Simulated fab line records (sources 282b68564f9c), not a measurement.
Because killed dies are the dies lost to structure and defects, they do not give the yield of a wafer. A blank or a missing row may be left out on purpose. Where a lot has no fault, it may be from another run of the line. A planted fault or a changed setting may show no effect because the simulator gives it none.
Which tool was responsible? || flow rit cmos || 13 lots, 39 wafers sampled, at 5 steps of a route of 202

## WHAT THE GAUGES SHOWED, per wafer
RIT_WELLDRIVE_RS_MEAS_02: the measuring method here is four-point-probe. Usual: PWELL_RS gives 429.9 ohm/sq (standard deviation 1.3).
{"lot": "L770", "measured": "day 2 08:19", "on": "film metro-03", "PWELL_RS (ohm/sq)": "429.9 428.7 429.3", "flag": ""}
{"lot": "L771", "measured": "day 2 11:12", "on": "film metro-04", "PWELL_RS (ohm/sq)": "428.6 429.4 430.2", "flag": ""}
{"lot": "L772", "measured": "day 2 14:41", "on": "film metro-03", "PWELL_RS (ohm/sq)": "431.6 431.2 430.6", "flag": ""}
{"lot": "L773", "measured": "day 2 20:15", "on": "film metro-01", "PWELL_RS (ohm/sq)": "429.6 429.5 429.3", "flag": ""}
{"lot": "L774", "measured": "day 3 01:47", "on": "film metro-03", "PWELL_RS (ohm/sq)": "430.8 430.7 430.6", "flag": ""}
{"lot": "L775", "measured": "day 3 04:58", "on": "film metro-04", "PWELL_RS (ohm/sq)": "428.9 430.5 430.4", "flag": ""}
{"lot": "L776", "measured": "day 3 12:06", "on": "film metro-04", "PWELL_RS (ohm/sq)": "429.1 429.9 430.5", "flag": ""}
{"lot": "L780", "measured": "day 4 06:35", "on": "film metro-04", "PWELL_RS (ohm/sq)": "430.4 428.1 429.0", "flag": ""}
{"lot": "L783", "measured": "day 4 22:21", "on": "film metro-04", "PWELL_RS (ohm/sq)": "429.8 430.9 430.3", "flag": ""}
{"lot": "L787", "measured": "day 5 20:13", "on": "film metro-03", "PWELL_RS (ohm/sq)": "430.3 429.2 427.2", "flag": ""}
{"lot": "L789", "measured": "day 6 04:56", "on": "film metro-04", "PWELL_RS (ohm/sq)": "427.9 427.7 428.4", "flag": ""}
{"lot": "L792", "measured": "day 7 00:19", "on": "film metro-04", "PWELL_RS (ohm/sq)": "431.4 431.1 430.5", "flag": ""}
{"lot": "L793", "measured": "day 7 18:25", "on": "film metro-01", "PWELL_RS (ohm/sq)": "426.8 427.3 426.9", "flag": ""}

RIT_REOX_THK_MEAS_04. Usual: REOX_OXIDE_THK gives 25.3 nm (standard deviation 0.53).
{"lot": "L770", "measured": "day 2 20:37", "on": "film metro-03", "REOX_OXIDE_THK (nm)": "25.4 25.7 25.8", "flag": ""}
{"lot": "L771", "measured": "day 2 22:53", "on": "film metro-03", "REOX_OXIDE_THK (nm)": "24.9 24.7 24.6", "flag": ""}
{"lot": "L772", "measured": "day 3 04:14", "on": "film metro-04", "REOX_OXIDE_THK (nm)": "25.4 25.6 25.4", "flag": ""}
{"lot": "L773", "measured": "day 3 09:24", "on": "film metro-04", "REOX_OXIDE_THK (nm)": "25.1 24.7 24.6", "flag": ""}
{"lot": "L774", "measured": "day 3 13:11", "on": "film metro-03", "REOX_OXIDE_THK (nm)": "24.3 24.8 24.5", "flag": ""}
{"lot": "L775", "measured": "day 3 17:08", "on": "film metro-01", "REOX_OXIDE_THK (nm)": "26.0 25.6 25.9", "flag": ""}
{"lot": "L776", "measured": "day 4 01:02", "on": "film metro-01", "REOX_OXIDE_THK (nm)": "24.4 24.5 24.4", "flag": ""}
{"lot": "L780", "measured": "day 4 19:28", "on": "film metro-04", "REOX_OXIDE_THK (nm)": "25.7 25.2 25.4", "flag": ""}
{"lot": "L783", "measured": "day 5 10:52", "on": "film metro-01", "REOX_OXIDE_THK (nm)": "25.3 25.1 25.8", "flag": ""}
{"lot": "L787", "measured": "day 6 18:04", "on": "film metro-04", "REOX_OXIDE_THK (nm)": "24.9 24.8 24.7", "flag": ""}
{"lot": "L789", "measured": "day 7 07:34", "on": "film metro-04", "REOX_OXIDE_THK (nm)": "25.0 25.2 25.1", "flag": ""}
{"lot": "L792", "measured": "day 8 04:01", "on": "film metro-04", "REOX_OXIDE_THK (nm)": "24.7 24.9 24.8", "flag": ""}
{"lot": "L793", "measured": "day 8 15:09", "on": "film metro-04", "REOX_OXIDE_THK (nm)": "25.6 25.3 25.3", "flag": ""}

RIT_PLDD_TW_MEAS_10. Usual: PLDD_TW gives 2351 (standard deviation 12).
{"lot": "L770", "measured": "day 2 23:38", "on": "film metro-02", "PLDD_TW": "2345 2342 2340", "flag": ""}
{"lot": "L771", "measured": "day 3 01:55", "on": "film metro-01", "PLDD_TW": "2353 2326 2348", "flag": ""}
{"lot": "L772", "measured": "day 3 07:13", "on": "film metro-04", "PLDD_TW": "2366 2369 2379", "flag": ""}
{"lot": "L773", "measured": "day 3 12:23", "on": "film metro-02", "PLDD_TW": "2351 2350 2353", "flag": ""}
{"lot": "L774", "measured": "day 3 16:08", "on": "film metro-01", "PLDD_TW": "2340 2332 2330", "flag": ""}
{"lot": "L775", "measured": "day 3 20:07", "on": "film metro-02", "PLDD_TW": "2371 2349 2367", "flag": ""}
{"lot": "L776", "measured": "day 4 04:22", "on": "film metro-01", "PLDD_TW": "2351 2346 2357", "flag": ""}
{"lot": "L780", "measured": "day 4 22:28", "on": "film metro-02", "PLDD_TW": "30 30 30", "flag": "OFF"}
{"lot": "L783", "measured": "day 5 13:56", "on": "film metro-02", "PLDD_TW": "2367 2352 2370", "flag": ""}
{"lot": "L787", "measured": "day 6 21:02", "on": "film metro-01", "PLDD_TW": "2369 2351 2342", "flag": ""}
{"lot": "L789", "measured": "day 7 10:32", "on": "film metro-01", "PLDD_TW": "2352 2346 2345", "flag": ""}
{"lot": "L792", "measured": "day 8 07:20", "on": "film metro-04", "PLDD_TW": "2351 2357 2370", "flag": ""}
{"lot": "L793", "measured": "day 8 17:59", "on": "film metro-01", "PLDD_TW": "2335 2330 2353", "flag": ""}

RIT_NSD_OVL_MEAS_06. Usual: NSD_OVL gives 0.7 nm (standard deviation 1.2).
{"lot": "L770", "measured": "day 3 03:08", "on": "overlay-02", "NSD_OVL (nm)": "-1.1 0.3 1.3", "flag": ""}
{"lot": "L771", "measured": "day 3 05:25", "on": "overlay-02", "NSD_OVL (nm)": "-0.4 0.1 0.0", "flag": ""}
{"lot": "L772", "measured": "day 3 10:43", "on": "overlay-01", "NSD_OVL (nm)": "1.0 -1.2 0.2", "flag": ""}
{"lot": "L773", "measured": "day 3 16:10", "on": "overlay-02", "NSD_OVL (nm)": "-0.8 0.7 0.6", "flag": ""}
{"lot": "L774", "measured": "day 3 19:56", "on": "overlay-01", "NSD_OVL (nm)": "1.7 -0.4 3.2", "flag": ""}
{"lot": "L775", "measured": "day 3 23:39", "on": "overlay-02", "NSD_OVL (nm)": "1.0 -0.1 1.0", "flag": ""}
{"lot": "L776", "measured": "day 4 07:47", "on": "overlay-01", "NSD_OVL (nm)": "0.7 0.6 0.5", "flag": ""}
{"lot": "L780", "measured": "day 5 03:25", "on": "overlay-02", "NSD_OVL (nm)": "1.3 0.8 0.8", "flag": ""}
{"lot": "L783", "measured": "day 5 17:40", "on": "overlay-02", "NSD_OVL (nm)": "1.9 4.4 2.7", "flag": ""}
{"lot": "L787", "measured": "day 7 00:34", "on": "overlay-01", "NSD_OVL (nm)": "0.8 1.5 -0.1", "flag": ""}
{"lot": "L789", "measured": "day 7 14:05", "on": "overlay-01", "NSD_OVL (nm)": "-0.4 -0.9 -0.6", "flag": ""}
{"lot": "L792", "measured": "day 8 13:04", "on": "overlay-02", "NSD_OVL (nm)": "-0.1 1.9 0.8", "flag": ""}
{"lot": "L793", "measured": "day 8 21:46", "on": "overlay-02", "NSD_OVL (nm)": "1.4 1.3 1.4", "flag": ""}

## WHAT TOOL EACH LOT RAN ON (gives the tool, then ch and the chambers of the sampled wafers, and finally the start)
{"lot": "L770", "RIT_NLDD_STRIP_09": "plasma asher-02 ch 0,1, day 2 21:55"}
{"lot": "L771", "RIT_NLDD_STRIP_09": "plasma asher-02 ch 1, day 3 00:19"}
{"lot": "L772", "RIT_NLDD_STRIP_09": "plasma asher-02 ch 0,1, day 3 05:32"}
{"lot": "L773", "RIT_NLDD_STRIP_09": "plasma asher-01 ch 0,1, day 3 10:39"}
{"lot": "L774", "RIT_NLDD_STRIP_09": "plasma asher-02 ch 0,1, day 3 14:32"}
{"lot": "L775", "RIT_NLDD_STRIP_09": "plasma asher-02 ch 0,1, day 3 18:25"}
{"lot": "L776", "RIT_NLDD_STRIP_09": "plasma asher-01 ch 0,1, day 4 02:26"}
{"lot": "L780", "RIT_NLDD_STRIP_09": "plasma asher-02 ch 0,1, day 4 20:52"}
{"lot": "L783", "RIT_NLDD_STRIP_09": "plasma asher-03 ch 0,1, day 5 12:22"}
{"lot": "L787", "RIT_NLDD_STRIP_09": "plasma asher-01 ch 0,1, day 6 19:21"}
{"lot": "L789", "RIT_NLDD_STRIP_09": "plasma asher-01 ch 0,1, day 7 08:49"}
{"lot": "L792", "RIT_NLDD_STRIP_09": "plasma asher-03 ch 0,1, day 8 05:37"}
{"lot": "L793", "RIT_NLDD_STRIP_09": "plasma asher-03 ch 0,1, day 8 16:23"}
- RIT_NLDD_STRIP_09: strips in O2, time 180 s.

## WHAT THE TOOLS THEMSELVES READ (means of the sampled wafers that have a number; where no wafer has one, the mark that the record gives instead)
RIT_NLDD_STRIP_09. Usual: drypump motor current A 5.9 A, standard deviation 0.41; o2 flow sccm 4000 sccm, standard deviation 12; run length s 208.4 s, standard deviation 0.38.
{"lot": "L770", "tool": "plasma asher-02", "drypump motor current A (A)": 5.7, "o2 flow sccm (sccm)": 3992, "run length s (s)": 208.2, "flag": ""}
{"lot": "L771", "tool": "plasma asher-02", "drypump motor current A (A)": 5.4, "o2 flow sccm (sccm)": 4005, "run length s (s)": 208.0, "flag": ""}
{"lot": "L772", "tool": "plasma asher-02", "drypump motor current A (A)": 5.7, "o2 flow sccm (sccm)": 3990, "run length s (s)": 208.5, "flag": ""}
{"lot": "L773", "tool": "plasma asher-01", "drypump motor current A (A)": 5.4, "o2 flow sccm (sccm)": 4013, "run length s (s)": 208.7, "flag": ""}
{"lot": "L774", "tool": "plasma asher-02", "drypump motor current A (A)": 6.1, "o2 flow sccm (sccm)": 4004, "run length s (s)": 208.1, "flag": ""}
{"lot": "L775", "tool": "plasma asher-02", "drypump motor current A (A)": 6.1, "o2 flow sccm (sccm)": 3993, "run length s (s)": 208.2, "flag": ""}
{"lot": "L776", "tool": "plasma asher-01", "drypump motor current A (A)": 5.6, "o2 flow sccm (sccm)": 4012, "run length s (s)": 208.5, "flag": ""}
{"lot": "L780", "tool": "plasma asher-02", "drypump motor current A (A)": 5.7, "o2 flow sccm (sccm)": 4014, "run length s (s)": 72.4, "flag": "OFF"}
{"lot": "L783", "tool": "plasma asher-03", "drypump motor current A (A)": 6.2, "o2 flow sccm (sccm)": 4003, "run length s (s)": 208.3, "flag": ""}
{"lot": "L787", "tool": "plasma asher-01", "drypump motor current A (A)": 5.4, "o2 flow sccm (sccm)": 4009, "run length s (s)": 208.6, "flag": ""}
{"lot": "L789", "tool": "plasma asher-01", "drypump motor current A (A)": 5.6, "o2 flow sccm (sccm)": 3994, "run length s (s)": 208.8, "flag": ""}
{"lot": "L792", "tool": "plasma asher-03", "drypump motor current A (A)": 6.2, "o2 flow sccm (sccm)": 4003, "run length s (s)": 208.4, "flag": ""}
{"lot": "L793", "tool": "plasma asher-03", "drypump motor current A (A)": 6.2, "o2 flow sccm (sccm)": 3990, "run length s (s)": 208.1, "flag": ""}

## THE ANSWER, worked out from the rows above alone
Rule: lot off if the mean of its wafers having a number is beyond 3 standard deviations from the usual mean. Also off: a lot with no number at a reading for which 4 or more lots have one. All remaining lots with rows at the step are treated as sound. First the gauges in route order, then the tools' own readings, where a lot's mean is used as printed above. At the first step where some lot is off, the reading lying furthest off is the one used; lots without a number count as furthest.
Off: L780, seen at RIT_PLDD_TW_MEAS_10 (PLDD_TW).
If a tool, at a process step before that reading, ran all the lots that are off and no sound lot after the first of them, it fits. Not tried: the gauges at RIT_PLDD_TW_MEAS_10; whatever is off there is also off at RIT_NLDD_STRIP_09, on other tools, and gauge error can't account for it. One fits: plasma asher-02 at RIT_NLDD_STRIP_09. Its last sound lot is L775 (day 3 18:25), its first lot that is off L780 (day 4 20:52): a fault that began between those two fits.
The tool's own readings at RIT_NLDD_STRIP_09 bear it out: on the lots that are off they differ by more than 5 times the standard deviation of the sound lots' means. run length s reads 72.4 s there against 208.4 s on the sound lots.

## WHAT THE SIMULATOR PUT IN
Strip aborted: plasma asher-02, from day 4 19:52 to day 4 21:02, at RIT_NLDD_STRIP_09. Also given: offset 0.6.
Lots struck among those shown: L780. Same finding as the rule above.
